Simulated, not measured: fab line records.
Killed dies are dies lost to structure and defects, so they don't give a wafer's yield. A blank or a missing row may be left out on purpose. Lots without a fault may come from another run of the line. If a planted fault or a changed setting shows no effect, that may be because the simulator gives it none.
Problem report, 8D (eight disciplines) form, completed by code || flow rit-cmos || the parts of the form that need people (team, actions taken, sign-off) are left out

== 1. THE PROBLEM ==
GATE_POLY_THK at RIT_GATE_THK_MEAS_09 reads a mean of 135.3 nm on 3 wafers of 1 lot; wafers without a fault read 250.0 nm with a standard deviation of 2.9. That is -40 standard deviations from the usual mean.
First seen on wafer L227.3, day 5 07:46, on film-metro-04. Wafers with a number at this step in the record: 39, from 13 lots. The rule behind "out" and "out of limits": a value lying over 4 standard deviations away from the usual mean. The rest of the wafers with a number are treated as sound.

== 2. WHAT IT IS, WHAT IT ISN'T ==
{"question": "which readings at this step", "is": "GATE_POLY_THK", "is not": "-"}
{"question": "which lots", "is": "L227", "is not": "L214, L216, L217, L218, L219, L224, L228, L231, L232, L233, L234, L235"}
{"question": "which wafers of those lots", "is": "all that have a number", "is not": "-"}
{"question": "read on which gauges", "is": "film-metro-04", "is not": "film-metro-01, film-metro-03"}
{"question": "when", "is": "from day 5 07:46", "is not": "up to then (18 sound wafers); but 18 sound wafers of L228, L231, L232, L233, L234, L235 came after"}

== 3. WHAT RULES OUT EACH SUSPECT ==
Counting: a tool stays on the suspect list if, at a process step up to the reading, it processed all lots that are out and no sound lot following the first of them.
- the gauge at RIT_GATE_THK_MEAS_09 has been ruled out. All the wafers that are out were read on film-metro-04, but those of them that RIT_GATE_CVD_08 has rows for are out there too, on other tools.
- lpcvd-02 at RIT_GATE_CVD_08 (deposits poly-Si from SiH4, target thk 250 nm, time 2220 s): ruled out as a lasting fault. The sound lots L231 went through it after L227, its earliest lot that is out (day 5 05:19).
Left after counting: nothing in the record.

== 4. THE CAUSE (what the simulator had put in) ==
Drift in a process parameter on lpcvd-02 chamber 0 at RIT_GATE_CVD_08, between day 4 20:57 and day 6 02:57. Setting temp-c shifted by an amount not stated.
The count ruled it out by mistake, since the rule takes a fault to strike every lot its tool runs from the start of the fault on, and this one did not do so.

== 5. THE CHAIN OF EFFECTS, in route order ==
Rows list readings where the struck wafers' mean (over those with a number) sits beyond 3 standard deviations from the usual. Only readings for which the record gives a usual standard deviation are gone through. hours: the time from each lot's start at the first step in this table that gives one to its start at this step, as a median over the lots. sigmas: the change in usual standard deviations.
{"hours": 0, "step": "RIT_GATE_CVD_08", "reading": "spike-tc-centre-C", "usual": "613.5 C", "on struck wafers": 588.5, "change": -25.0, "sigmas": -19}
{"hours": 0, "step": "RIT_GATE_CVD_08", "reading": "spike-tc-load-C", "usual": "633.7 C", "on struck wafers": 609.0, "change": -24.7, "sigmas": -15}
{"hours": 0, "step": "RIT_GATE_CVD_08", "reading": "spike-tc-source-C", "usual": "629 C", "on struck wafers": 602, "change": -27, "sigmas": -5.9}
{"hours": 0, "step": "RIT_GATE_CVD_08", "reading": "susceptor-temp-C", "usual": "610.04 C", "on struck wafers": 586.20, "change": -23.84, "sigmas": -85}
{"hours": 2, "step": "RIT_GATE_THK_MEAS_09", "reading": "GATE_POLY_THK", "usual": "250.0 nm", "on struck wafers": 135.3, "change": -114.7, "sigmas": -40}
{"hours": 4, "step": "RIT_GATE_ETCH_19", "reading": "oes-product-au", "usual": "0.845 a.u.", "on struck wafers": 0.575, "change": -0.270, "sigmas": -18}
Process steps it contains:
- RIT_GATE_CVD_08: deposits poly-Si from SiH4, target thk 250 nm, time 2220 s.
- RIT_GATE_ETCH_19: etches poly-Si in SF6/CHF3/O2, stops on SiO2, time 165 s, target depth 312.5 nm.
Later measuring or inspecting steps at which every struck wafer that the step has a row for has a number for every such reading, and none has moved that far: RIT_NLDD_OVL_MEAS_06, RIT_CONTACT_OVL_MEAS_09.

== 6. WHAT WOULD HAVE CAUGHT IT SOONER ==
Counted from the fault's start at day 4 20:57, it took 11 hours until the first out-of-limits reading at a measuring or inspecting step in this record, taken at day 5 07:46.
The tool's own readings at RIT_GATE_CVD_08 were out on every struck wafer that the step has a row for (spike-tc-centre-C, spike-tc-load-C, spike-tc-source-C, susceptor-temp-C): an alarm limit on them would have fired on the first of those.
